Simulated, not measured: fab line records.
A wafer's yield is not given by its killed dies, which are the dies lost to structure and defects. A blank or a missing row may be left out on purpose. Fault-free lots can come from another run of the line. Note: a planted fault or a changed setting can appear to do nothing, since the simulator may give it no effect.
fab line records    flow ritCmos
[record] lots = 16  wafers = 48  lastDay = 8
route steps=202 shown PLDD@117 M1@202
lots with no fault: from the same line, run without faults
startH: hours from the record's opening day to when the first of the lot's shown wafers began    waitH: how many hours have passed since the lot's step before this one    " the same as in the row above    L1.1+2: a single row standing in for several wafers    - no value present, or no start provided    * or withheld: withheld    < > ~ a bound
route shown NAME@n: a module of which the file shows steps, and the number in the route of the first    usual: mean/standard deviation taken from wafers without a fault    same: alike in all rows    chamber/n: place in a boat    sites: each site's reading    _std_site: how widely they spread, as a standard deviation    _edge_site: inner sites' mean taken away from outer sites' mean    radiusMm: for every site, how far away it sits from the centre of the wafer    mask NAME#n: copy n    behind: the last tool/chamber to shape the wafer    hold: reason for holding the lot/hours on hold/outcome of the hold    device: which transistor (n, p or np) failed to switch    end of line: tests run on the same wafers once the route is complete    where a step has no rows: the recipe by itself    killed: count of dies lost to structure and defects at first sort (not the wafer's yield)    map: dies across one wafer; x = killed, . = not, _ = none there
set.NAME: the setting the step ran with; set.NAME@STEP: the setting that earlier step ran with    model.NAME: the simulator's own value behind a step, which no gauge read
route steps across a sampled set of lots; one table per step, one row per wafer
services: when a tool's chamber went out of use (startH, in hours from the record's first day, below 0 if earlier), for how many hours, and the reason
[[steps]]
[step RIT_PLDD_EXPOSE_03]
[recipe] maskId = M8  na = 0.57  targetCdNm = 40900  doseMj = 250
lot.wafer   tool             chamber  startH  waitH  mask
L567.4+5+6  ilineStepper-02  0        46.74   0.2    M8#0
L568.2+4+6  ilineStepper-02  0        49.01   0.1    M8#0
L569.3+5+6  ilineStepper-01  0        54.32   0.2    M8#0
L570.2+3+6  ilineStepper-02  0        59.48   0.2    M8#0
L571.1+4+5  ilineStepper-02  0        63.22   0.1    M8#0
L572.3+5+6  ilineStepper-01  0        67.22   0.2    M8#0
L573.3+4+5  ilineStepper-02  0        75.23   0.2    M8#0
L574.2+5+6  ilineStepper-01  0        82.17   0.2    M8#0
L575.1+5+6  ilineStepper-02  0        84.55   0.2    M8#0
L576.3+4+5  ilineStepper-02  0        88.05   0.1    M8#0
L577.2+3+5  ilineStepper-02  0        93.57   0.1    M8#0
L578.2+5+6  ilineStepper-02  0        103.04  0.1    M8#0
L581.3+5+6  ilineStepper-01  0        113.71  0.2    M8#0
L584.3+4+6  ilineStepper-01  0        140.14  0.2    M8#0
L586.2+3+4  ilineStepper-01  0        153.64  0.2    M8#0
L588.1+3+6  ilineStepper-01  0        174.19  0.2    M8#0
[step RIT_PLDD_OVL_MEAS_06]
[usual] PLDD_OVL = 0.4/1.6
lot.wafer  tool        chamber  startH  waitH  PLDD_OVL[nm]
L567.4     overlay-02  -        47.10   -      3.5
L567.5     "           -        "       "      1.3
L567.6     "           -        "       "      1.1
L568.2     overlay-02  -        49.40   -      0.0
L568.4     "           -        "       "      1.1
L568.6     "           -        "       "      1.3
L569.3     overlay-02  -        54.69   -      -1.0
L569.5     "           -        "       "      0.3
L569.6     "           -        "       "      0.1
L570.2     overlay-01  -        59.86   -      0.0
L570.3     "           -        "       "      0.4
L570.6     "           -        "       "      0.9
L571.1     overlay-01  -        63.62   -      1.7
L571.4     "           -        "       "      -0.1
L571.5     "           -        "       "      -2.2
L572.3     overlay-01  -        67.59   -      -0.3
L572.5     "           -        "       "      -2.6
L572.6     "           -        "       "      -2.7
L573.3     overlay-02  -        75.84   -      -0.7
L573.4     "           -        "       "      -0.8
L573.5     "           -        "       "      1.4
L574.2     overlay-01  -        82.56   -      -2.6
L574.5     "           -        "       "      -0.8
L574.6     "           -        "       "      -2.4
L575.1     overlay-01  -        84.95   -      -149.8
L575.5     "           -        "       "      -148.8
L575.6     "           -        "       "      -148.7
L576.3     overlay-02  -        88.42   -      -151.0
L576.4     "           -        "       "      -151.1
L576.5     "           -        "       "      -151.3
L577.2     overlay-01  -        93.96   -      -148.7
L577.3     "           -        "       "      -149.3
L577.5     "           -        "       "      -147.0
L578.2     overlay-01  -        103.43  -      -147.7
L578.5     "           -        "       "      -148.3
L578.6     "           -        "       "      -146.6
L581.3     overlay-02  -        114.13  -      1.9
L581.5     "           -        "       "      0.3
L581.6     "           -        "       "      0.2
L584.3     overlay-01  -        140.51  -      -0.3
L584.4     "           -        "       "      -4.1
L584.6     "           -        "       "      -3.3
L586.2     overlay-01  -        154.03  -      2.0
L586.3     "           -        "       "      1.1
L586.4     "           -        "       "      0.1
L588.1     overlay-01  -        174.59  -      -1.2
L588.3     "           -        "       "      -1.7
L588.6     "           -        "       "      -1.4
[step RIT_M1_PROBE_99]
[usual] killedAtContacts = 0.1/0.25  killedAtFrontEnd = 7/3.3  killedDies = 7/3.2  killedOpen = 3.6/2.2  killedShort = 3.5/2
[same] grossDies = 264  killed_at_M0_to_M3 = 0  killed_at_M4_up = 0  killedAtBackSide = 0  killedAtOther = 0
lot.wafer  tool       chamber  startH  waitH  killedAtContacts  killedAtFrontEnd  killedDies  killedOpen  killedShort
L577.2     prober-02  -        109.39  0.1    0                 9                 9           7           2
L577.3     prober-02  -        109.44  0.2    0                 3                 3           2           1
L577.5     prober-02  -        109.54  0.2    0                 7                 7           6           1
// killed by level:class
L577.2 GATE:geometricParticle:open=5 REOX:geometricParticle:open=2 GATE:geometricParticle:short=1 REOX:geometricParticle:short=1
L577.3 FOX1:geometricParticle:open=2 GATE:geometricParticle:short=1
L577.5 GATE:geometricParticle:open=6 GATE:geometricParticle:short=1
[[services]]
tool             chamber  startH  hours  kind
ilineStepper-02  -        66.17   2.1    pm
ilineStepper-02  -        68.25   -      consumableReplace:lamp
ilineStepper-01  -        83.48   1.7    pm
ilineStepper-02  -        99.51   1.7    pm
[[key]]
[firstSign] step = RIT_PLDD_OVL_MEAS_06  reading = PLDD_OVL  direction = down  sigmas = 96  usual = 0.4  struck = -149.0
effect none on later readings
metAt RIT_PLDD_EXPOSE_03
struckLots L575,L576,L577,L578
testerLeftOut L575,L576,L577,L578
onsetBetween 75.23 84.55
[fault] kind = scannerMatchingOverlay  tool = ilineStepper-02  chamber = -  onsetH = 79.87  steps = RIT_PLDD_EXPOSE_03  offset = -150
// testerLeftOut: of these lots the tester's yield and bins aren't shown, on N5 and GAA mostly nor the transistor test; their killed dies are dies lost to structure and defects alone, not to doping, threshold or leakage, so they don't give the yield
